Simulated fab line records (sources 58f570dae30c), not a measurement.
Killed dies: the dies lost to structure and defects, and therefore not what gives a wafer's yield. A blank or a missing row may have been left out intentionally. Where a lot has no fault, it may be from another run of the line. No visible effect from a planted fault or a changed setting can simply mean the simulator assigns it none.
Split-lot trial    flow berkeley_cmos170    5 lots, 23 wafers read, on a route of 331 steps

SPLIT DETAILS
At UCB170_FIELD_OXIDATION_01 (target thk 558.3 nm, ox time 7200 s), the setting ox_time_s was moved away from the recipe's 7200 s on 20 of the 23 wafers read, by -14.7% to +7.9%. This setting was run at the recipe's value on the other wafers.

FROM THE SPLIT TO THE READING: what the file shows between them, 6 steps
- UCB170_FIELD_THK_MEAS_02
- UCB170_FIELD_WET_ETCH_06: etches SiO2 in BOE, time 22 s (also split here: time_s)
- UCB170_FIELD_THK_MEAS_90
- UCB170_PVT_IMPLANT_07 (also split here: dose_cm2)
- UCB170_PVT_STRIP_08: strips in O2
- UCB170_GATE_WET_ETCH_00: etches SiO2 in dHF, time 200 s

THE READING
Values of FIELD_OXIDE_LEFT_2_THK in nm from UCB170_FIELD_THK_MEAS_91. On this fab line, fault-free wafers typically give 353 nm with a standard deviation of 9.8 nm.

wafer   tool, chamber at the split  ox_time_s as run, s  against the recipe  FIELD_OXIDE_LEFT_2_THK, nm  against lot-mates on the recipe
L074.1  -, -                        6142                 -14.7%              299                         no lot-mate on the recipe
L074.3  -, -                        6142                 -14.7%              291                         no lot-mate on the recipe
L074.4  -, -                        6142                 -14.7%              293                         no lot-mate on the recipe
L074.5  -, -                        6142                 -14.7%              298                         no lot-mate on the recipe
L074.6  -, -                        6142                 -14.7%              301                         no lot-mate on the recipe
L075.1  furnace-02, 0               7200                 recipe              351                         -
L075.2  furnace-02, 0               7200                 recipe              361                         -
L075.4  furnace-02, 0               7200                 recipe              358                         -
L079.1  -, -                        7657                 +6.3%               381                         no lot-mate on the recipe
L079.2  -, -                        7657                 +6.3%               376                         no lot-mate on the recipe
L079.4  -, -                        7657                 +6.3%               380                         no lot-mate on the recipe
L079.5  -, -                        7657                 +6.3%               380                         no lot-mate on the recipe
L079.6  -, -                        7657                 +6.3%               382                         no lot-mate on the recipe
L081.1  -, -                        7768                 +7.9%               386                         no lot-mate on the recipe
L081.2  -, -                        7768                 +7.9%               386                         no lot-mate on the recipe
L081.3  -, -                        7768                 +7.9%               389                         no lot-mate on the recipe
L081.4  -, -                        7768                 +7.9%               393                         no lot-mate on the recipe
L081.6  -, -                        7768                 +7.9%               389                         no lot-mate on the recipe
L084.1  -, -                        6652                 -7.6%               311                         no lot-mate on the recipe
L084.2  -, -                        6652                 -7.6%               324                         no lot-mate on the recipe
L084.3  -, -                        6652                 -7.6%               324                         no lot-mate on the recipe
L084.4  -, -                        6652                 -7.6%               327                         no lot-mate on the recipe
L084.5  -, -                        6652                 -7.6%               323                         no lot-mate on the recipe

FIT RESULTS
A straight line over all 23 wafers: FIELD_OXIDE_LEFT_2_THK changes by +4.08 nm for each +1% of ox_time_s; r = +0.99; the points scatter about the line by 4.3 nm.
Too few moved wafers with a lot-mate on the recipe to fit a line net of each lot's own level.

THE WHOLE CHAIN: every reading that the file lists as answering this split, in the file's order
step                       what it does                         reading                                                                             change (the file's fit)               r (the file's)
UCB170_FIELD_OXIDATION_01  target thk 558.3 nm, ox time 7200 s  SiO2_of_FIELD_OXIDATION_01.thk_nm (the simulator's own value, which no gauge read)  +4.01 nm for each +1% of the setting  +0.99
UCB170_FIELD_THK_MEAS_02                                        FIELD_OXIDE_THK                                                                     +3.99 for each +1% of the setting     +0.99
UCB170_FIELD_WET_ETCH_06   etches SiO2 in BOE, time 22 s        SiO2_of_FIELD_OXIDATION_01.thk_nm (the simulator's own value, which no gauge read)  +4.1 nm for each +1% of the setting   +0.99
UCB170_FIELD_THK_MEAS_90                                        FIELD_OXIDE_LEFT_1_THK                                                              +4.1 for each +1% of the setting      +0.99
UCB170_FIELD_THK_MEAS_91                                        FIELD_OXIDE_LEFT_2_THK                                                              +4.09 for each +1% of the setting     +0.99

FILE'S OWN FIT
FIELD_OXIDE_LEFT_2_THK changes by +4.09 nm for each +1% of ox_time_s, r = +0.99.
